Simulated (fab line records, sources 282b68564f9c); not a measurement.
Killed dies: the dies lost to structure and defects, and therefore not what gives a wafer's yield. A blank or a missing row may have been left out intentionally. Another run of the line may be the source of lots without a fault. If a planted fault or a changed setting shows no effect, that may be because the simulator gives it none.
Lot-split experiment :: flow rit-cmos :: on a route of 202 steps: 5 lots, 23 wafers read

== ON THE SPLIT ==
At RIT_PWELL_IMPLANT_08, the setting dose-cm2 was moved away from the recipe's 7e+13 on 6 of the 23 wafers read, by -2.3% to +7.4%. For the rest of the wafers, this setting stayed at what the recipe calls for.

== FROM THE SPLIT TO THE READING: what the file shows between them, 3 steps ==
- RIT_PWELL_STRIP_09: strips in O2, time 180 s
- RIT_PWELL_TW_MEAS_10
- RIT_WELLDRIVE_ANNEAL_00: time 14700 s

== THE READING ==
PWELL_RS, in ohm/sq, at RIT_WELLDRIVE_RS_MEAS_02 (measures by four-point-probe). Fault-free wafers of this fab line usually give 429.9 ohm/sq, standard deviation 1.3 ohm/sq.

wafer: L074.1
tool, chamber at the split: implanter-04, 0
dose-cm2 as run: 6.839e+13
against the recipe: -2.3%
PWELL_RS, ohm/sq: 435.0
against lot-mates on the recipe: +6.0

wafer: L074.2
tool, chamber at the split: implanter-04, 0
dose-cm2 as run: 7e+13
against the recipe: recipe
PWELL_RS, ohm/sq: 429.1
against lot-mates on the recipe: -

wafer: L074.3
tool, chamber at the split: implanter-04, 0
dose-cm2 as run: 6.839e+13
against the recipe: -2.3%
PWELL_RS, ohm/sq: 437.0
against lot-mates on the recipe: +8.0

wafer: L074.4
tool, chamber at the split: implanter-04, 0
dose-cm2 as run: 7e+13
against the recipe: recipe
PWELL_RS, ohm/sq: 428.6
against lot-mates on the recipe: -

wafer: L074.5
tool, chamber at the split: implanter-04, 0
dose-cm2 as run: 7e+13
against the recipe: recipe
PWELL_RS, ohm/sq: 429.4
against lot-mates on the recipe: -

wafer: L077.2
tool, chamber at the split: implanter-01, 0
dose-cm2 as run: 7.442e+13
against the recipe: +6.3%
PWELL_RS, ohm/sq: 415.2
against lot-mates on the recipe: -15.5

wafer: L077.3
tool, chamber at the split: implanter-01, 0
dose-cm2 as run: 7.442e+13
against the recipe: +6.3%
PWELL_RS, ohm/sq: 415.5
against lot-mates on the recipe: -15.2

wafer: L077.4
tool, chamber at the split: implanter-01, 0
dose-cm2 as run: 7e+13
against the recipe: recipe
PWELL_RS, ohm/sq: 429.9
against lot-mates on the recipe: -

wafer: L077.5
tool, chamber at the split: implanter-01, 0
dose-cm2 as run: 7e+13
against the recipe: recipe
PWELL_RS, ohm/sq: 431.3
against lot-mates on the recipe: -

wafer: L077.6
tool, chamber at the split: implanter-01, 0
dose-cm2 as run: 7e+13
against the recipe: recipe
PWELL_RS, ohm/sq: 430.8
against lot-mates on the recipe: -

wafer: L078.1
tool, chamber at the split: implanter-01, 0
dose-cm2 as run: 7e+13
against the recipe: recipe
PWELL_RS, ohm/sq: 430.2
against lot-mates on the recipe: -

wafer: L078.3
tool, chamber at the split: implanter-01, 0
dose-cm2 as run: 7e+13
against the recipe: recipe
PWELL_RS, ohm/sq: 429.3
against lot-mates on the recipe: -

wafer: L078.4
tool, chamber at the split: implanter-01, 0
dose-cm2 as run: 7e+13
against the recipe: recipe
PWELL_RS, ohm/sq: 432.1
against lot-mates on the recipe: -

wafer: L078.5
tool, chamber at the split: implanter-01, 0
dose-cm2 as run: 7e+13
against the recipe: recipe
PWELL_RS, ohm/sq: 430.5
against lot-mates on the recipe: -

wafer: L078.6
tool, chamber at the split: implanter-01, 0
dose-cm2 as run: 7e+13
against the recipe: recipe
PWELL_RS, ohm/sq: 430.2
against lot-mates on the recipe: -

wafer: L082.1
tool, chamber at the split: implanter-04, 0
dose-cm2 as run: 7.516e+13
against the recipe: +7.4%
PWELL_RS, ohm/sq: 409.5
against lot-mates on the recipe: -18.9

wafer: L082.3
tool, chamber at the split: implanter-04, 0
dose-cm2 as run: 7e+13
against the recipe: recipe
PWELL_RS, ohm/sq: 428.9
against lot-mates on the recipe: -

wafer: L082.4
tool, chamber at the split: implanter-04, 0
dose-cm2 as run: 7e+13
against the recipe: recipe
PWELL_RS, ohm/sq: 426.8
against lot-mates on the recipe: -

wafer: L082.5
tool, chamber at the split: implanter-04, 0
dose-cm2 as run: 7e+13
against the recipe: recipe
PWELL_RS, ohm/sq: 429.6
against lot-mates on the recipe: -

wafer: L082.6
tool, chamber at the split: implanter-04, 0
dose-cm2 as run: 7.516e+13
against the recipe: +7.4%
PWELL_RS, ohm/sq: 410.1
against lot-mates on the recipe: -18.3

wafer: L085.2
tool, chamber at the split: implanter-02, 0
dose-cm2 as run: 7e+13
against the recipe: recipe
PWELL_RS, ohm/sq: 429.6
against lot-mates on the recipe: -

wafer: L085.5
tool, chamber at the split: implanter-02, 0
dose-cm2 as run: 7e+13
against the recipe: recipe
PWELL_RS, ohm/sq: 429.1
against lot-mates on the recipe: -

wafer: L085.6
tool, chamber at the split: implanter-02, 0
dose-cm2 as run: 7e+13
against the recipe: recipe
PWELL_RS, ohm/sq: 429.7
against lot-mates on the recipe: -

FIT RESULTS
A straight line over all 23 wafers: PWELL_RS changes by -2.54 ohm/sq for each +1% of dose-cm2; r = -0.99; the points scatter about the line by 1.3 ohm/sq.
The same after taking each lot's own level away (the mean of its wafers on the recipe; 23 wafers): -2.53 ohm/sq for each +1%; r = -0.99; scatter 0.85 ohm/sq.
According to that fit, moving dose-cm2 by its largest amount changes the reading by 19 ohm/sq.
The lots' own levels span 428.43 to 430.67 ohm/sq, that is 1.7 times the standard deviation above.
Hence the lot-to-lot level has little effect on the slope; both slopes agree.
Check: -18.3 ohm/sq against its lot-mates is what the line predicts for one of the wafers moved furthest among these (+7.4%) when that wafer is left out of the fit. Against them it came out at -18.9 ohm/sq.

== THE OTHER SPLITS THESE WAFERS WENT THROUGH ==
Note: prior to the reading, these wafers also went through further splits. Each is held against what the fit with the lots' levels taken away leaves over:
other split on the same wafers: RIT_ACTIVE_EXPOSE_08 dose-mj
wafers away from the commonest value: 8
r with PWELL_RS (lot level and that fit taken away): -0.25

other split on the same wafers: RIT_FOX1_OXIDATION_00 ox-time-s
wafers away from the commonest value: 15
r with PWELL_RS (lot level and that fit taken away): -0.04

other split on the same wafers: RIT_NWELL_SOFTBAKE_02 temp-c
wafers away from the commonest value: 10
r with PWELL_RS (lot level and that fit taken away): -0.01

other split on the same wafers: RIT_NWELL_IMPLANT_08 energy-kev
wafers away from the commonest value: 8
r with PWELL_RS (lot level and that fit taken away): +0.16

== THE WHOLE CHAIN: every reading that the file lists as answering this split, in the file's order ==
step: RIT_PWELL_TW_MEAS_10
what it does: 
reading: PWELL_TW
change (the file's fit): +2.54 for each +1% of the setting
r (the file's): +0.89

step: RIT_WELLDRIVE_RS_MEAS_02
what it does: measures by four-point-probe
reading: PWELL_RS
change (the file's fit): -2.52 for each +1% of the setting
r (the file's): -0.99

== FILE'S OWN FIT ==
PWELL_RS changes by -2.52 ohm/sq for each +1% of dose-cm2, r = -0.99.
